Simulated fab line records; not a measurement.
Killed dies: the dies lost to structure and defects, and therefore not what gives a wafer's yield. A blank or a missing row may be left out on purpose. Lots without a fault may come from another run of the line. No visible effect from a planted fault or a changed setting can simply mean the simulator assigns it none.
Which tool is to blame? | flow berkeleyCmos170 | Sampling: 7 lots, 21 wafers, 3 of 331 route steps

== WHAT EACH GAUGE READ, for each wafer ==
UCB170_ACTIVE_THK_MEAS_03.
lot  | measured    | on           | ACTIVE_OXIDE_THK (nm)
L211 | day 5 01:55 | filmMetro-03 | 27.5 27.6 27.7
L213 | day 5 09:56 | filmMetro-03 | 25.1 25.7 25.4
L215 | day 5 20:30 | filmMetro-03 | 26.0 26.4 26.0
L218 | day 6 16:09 | filmMetro-03 | 39.4 39.3 39.9
L227 | day 8 14:10 | filmMetro-04 | 26.0 26.0 26.0
L229 | day 9 01:37 | filmMetro-03 | 26.3 26.4 26.1
L232 | day 9 22:31 | filmMetro-03 | 26.3 26.0 26.3

== EACH LOT AND THE TOOL THAT RAN IT (in order: tool; ch and the chambers of the sampled wafers; start) ==
lot  | UCB170_PWELL_ETCH_14             | UCB170_ACTIVE_OXIDATION_02
L211 | rieDiel-03 ch 1,2,3, day 4 01:59 | furnace-04 ch 0, day 5 00:34
L213 | rieDiel-03 ch 0,2,3, day 4 08:34 | furnace-02 ch 0, day 5 08:35
L215 | rieDiel-02 ch 1,2, day 4 19:04   | furnace-02 ch 0, day 5 19:08
L218 | rieDiel-02 ch 0,2,3, day 5 09:22 | furnace-04 ch 0, day 6 11:56
L227 | rieDiel-04 ch 0,1,2, day 7 10:41 | furnace-04 ch 0, day 8 12:45
L229 | rieDiel-02 ch 1,2, day 7 17:31   | furnace-04 ch 0, day 9 00:12
L232 | rieDiel-02 ch 0,1,2, day 8 22:19 | furnace-04 ch 0, day 9 21:09
- UCB170_PWELL_ETCH_14: etches Si3N4 in CH3F/Ar/O2, stops on SiO2, target depth 242 nm, time 151 s.
- UCB170_ACTIVE_OXIDATION_02: target thk 26.4 nm, ox time 1260 s.

== THE ANSWER, worked out from the rows above alone ==
Rule: the usual values come from the lots themselves. Put in order of their means at a reading, lots are off if they are a third of the lots or fewer, leave a main group of 4 or more, and stand apart from it by a gap of 3 or more times the standard deviation of the main group's means; of several such gaps the widest counts. Not used: any main group whose means are identical at the precision the tables above print for the reading. A lot without any number at a reading at which 4 lots or more have one is off too. Any other lot the step has rows for is counted as sound.
Off: L218, seen at UCB170_ACTIVE_THK_MEAS_03 (ACTIVE_OXIDE_THK). Main group: mean 26.3 nm, sd 0.66.
A tool fits if, at a process step before that reading, it ran every lot that is off, and no sound lot after the first of them. Gauges at UCB170_ACTIVE_THK_MEAS_03: tried the same way as those tools. Of those tried, none fits.

== WHAT THE SIMULATOR HAD PUT IN ==
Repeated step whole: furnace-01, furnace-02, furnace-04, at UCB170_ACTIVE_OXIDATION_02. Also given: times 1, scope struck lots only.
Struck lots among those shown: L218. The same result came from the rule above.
